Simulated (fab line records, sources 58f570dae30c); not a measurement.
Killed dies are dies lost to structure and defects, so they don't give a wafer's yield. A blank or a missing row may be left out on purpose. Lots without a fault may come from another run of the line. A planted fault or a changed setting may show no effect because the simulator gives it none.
Which tool did it? | flow berkeley_cmos170 | 7 lots, 21 wafers sampled, at 2 steps of a route of 331

WHAT THE GAUGES READ, wafer by wafer
UCB170_PSD_OVL_MEAS_07.
lot  | measured    | on         | PSD_OVL (nm)
L648 | day 7 02:35 | overlay-02 | 3 6 4
L650 | day 7 03:15 | overlay-01 | 0 -3 4
L653 | day 8 01:05 | overlay-01 | -20 -17 -16
L656 | day 9 01:58 | overlay-02 | 1 4 4
L661 | day 9 22:26 | overlay-02 | -8 -1 -10

WHICH TOOL RAN EACH LOT (tool, then ch and the chambers of the sampled wafers, then the start)
lot  | UCB170_ACTIVE_STRIP_16
L648 | plasma_asher-01 ch 0,1, day 4 10:44
L650 | plasma_asher-04 ch 0,1, day 4 20:02
L653 | plasma_asher-04 ch 0,1, day 5 14:41
L656 | plasma_asher-04 ch 0,1, day 6 14:01
L661 | plasma_asher-01 ch 0, day 7 18:17
L663 | plasma_asher-01 ch 1, day 7 21:36
L667 | plasma_asher-01 ch 0,1, day 8 13:41
- UCB170_ACTIVE_STRIP_16: strips in O2.

THE ANSWER, worked out from the rows above alone
Rule: what is usual is taken from the lots themselves. Put in order of their means at a reading, lots are off if they are a third of the lots or fewer, leave a main group of 4 or more, and stand apart from it by a gap of 3 or more times the standard deviation of the main group's means; of several such gaps the widest counts. A main group whose means are all the same, to the digits that the tables above print for the reading, isn't used. A lot without any number at a reading at which 4 lots or more have one is off too. The other lots that the step has rows for count as sound.
No lot is off at any reading shown: from this, nothing can be told.

WHAT THE SIMULATOR HAD PUT IN
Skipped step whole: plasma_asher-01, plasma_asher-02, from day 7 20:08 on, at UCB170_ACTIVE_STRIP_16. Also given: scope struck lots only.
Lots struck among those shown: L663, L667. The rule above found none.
